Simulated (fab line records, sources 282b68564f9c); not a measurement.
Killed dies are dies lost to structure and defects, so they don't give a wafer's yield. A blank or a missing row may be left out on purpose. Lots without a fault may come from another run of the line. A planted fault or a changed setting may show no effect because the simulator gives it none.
Split-lot experiment | flow rit_cmos | 5 lots, 23 wafers read, on a route of 202 steps

THE SPLIT
At RIT_ACTIVE_COAT_06 (resist thk 1000 nm), the setting spin_rpm was moved away from the recipe's 3250 rpm on 8 of the 23 wafers read, by -6.8% to +3.9%. The other wafers ran this setting at the recipe's value.

FROM THE SPLIT TO THE READING: what the file shows between them, 3 steps
- RIT_ACTIVE_SOFTBAKE_07: time 60 s
- RIT_ACTIVE_EXPOSE_08: exposes mask M1, target cd 1400 nm
- RIT_ACTIVE_DEVELOP_10: develop time 50 s

THE READING
NOVOLAK_of_ACTIVE_COAT_06.thk_nm (the simulator's own value, which no gauge read), in nm, at RIT_ACTIVE_HARDBAKE_12 (time 60 s). The file gives no usual value for it. The 15 wafers here that ran the recipe average 881.8 nm, standard deviation 2 nm.

wafer  | tool, chamber at the split | spin_rpm as run, rpm | against the recipe | NOVOLAK_of_ACTIVE_COAT_06.thk_nm, nm | against lot-mates on the recipe
L077.1 | litho_track-03, 0          | 3378                 | +3.9%              | 868.8                                | -14.8
L077.3 | litho_track-03, 0          | 3250                 | recipe             | 882                                  | -
L077.4 | litho_track-03, 0          | 3378                 | +3.9%              | 867                                  | -16.5
L077.5 | litho_track-03, 0          | 3378                 | +3.9%              | 868.1                                | -15.4
L077.6 | litho_track-03, 0          | 3250                 | recipe             | 885.1                                | -
L080.1 | litho_track-02, 0          | 3250                 | recipe             | 882.5                                | -
L080.2 | litho_track-02, 0          | 3250                 | recipe             | 882.2                                | -
L080.3 | litho_track-02, 0          | 3250                 | recipe             | 878.8                                | -
L080.4 | litho_track-02, 0          | 3250                 | recipe             | 879.6                                | -
L080.5 | litho_track-02, 0          | 3250                 | recipe             | 878.6                                | -
L081.1 | litho_track-03, 0          | 3030                 | -6.8%              | 914.6                                | +30.4
L081.2 | litho_track-03, 0          | 3250                 | recipe             | 886.1                                | -
L081.4 | litho_track-03, 0          | 3250                 | recipe             | 882.4                                | -
L081.5 | litho_track-03, 0          | 3030                 | -6.8%              | 913.6                                | +29.4
L081.6 | litho_track-03, 0          | 3030                 | -6.8%              | 916.1                                | +31.9
L083.2 | litho_track-02, 0          | 3250                 | recipe             | 880.7                                | -
L083.3 | litho_track-02, 0          | 3110                 | -4.3%              | 901.1                                | +19.8
L083.4 | litho_track-02, 0          | 3250                 | recipe             | 881                                  | -
L083.5 | litho_track-02, 0          | 3110                 | -4.3%              | 902.4                                | +21.1
L083.6 | litho_track-02, 0          | 3250                 | recipe             | 882.3                                | -
L084.2 | litho_track-01, 0          | 3250                 | recipe             | 882.4                                | -
L084.5 | litho_track-01, 0          | 3250                 | recipe             | 881.4                                | -
L084.6 | litho_track-01, 0          | 3250                 | recipe             | 881.3                                | -

THE FIT
A straight line over all 23 wafers: NOVOLAK_of_ACTIVE_COAT_06.thk_nm changes by -4.48 nm for each +1% of spin_rpm; r = -0.99; the points scatter about the line by 2.3 nm.
The same after taking each lot's own level away (the mean of its wafers on the recipe; 23 wafers): -4.4 nm for each +1%; r = -0.99; scatter 1.4 nm.
On that fit, the largest move of spin_rpm shifts the reading by 30 nm.
The lots' own levels span 880.34 to 884.25 nm, that is 2.0 times the standard deviation above.
So the lot-to-lot level changes the slope little: the two slopes agree.
Check: with one of the wafers moved furthest among these (-6.8%) left out of the fit, the line predicts +30.2 nm for it against its lot-mates. It came out at +30.4 nm against them.

THE WHOLE CHAIN: every reading that the file lists as answering this split, in the file's order
step                   | what it does       | reading                                                                           | change (the file's fit)              | r (the file's)
RIT_ACTIVE_COAT_06     | resist thk 1000 nm | NOVOLAK_of_ACTIVE_COAT_06.thk_nm (the simulator's own value, which no gauge read) | -5.09 nm for each +1% of the setting | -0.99
RIT_ACTIVE_HARDBAKE_12 | time 60 s          | NOVOLAK_of_ACTIVE_COAT_06.thk_nm (the simulator's own value, which no gauge read) | -4.45 nm for each +1% of the setting | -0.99

THE FILE'S OWN FIT
NOVOLAK_of_ACTIVE_COAT_06.thk_nm changes by -4.45 nm for each +1% of spin_rpm, r = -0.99.
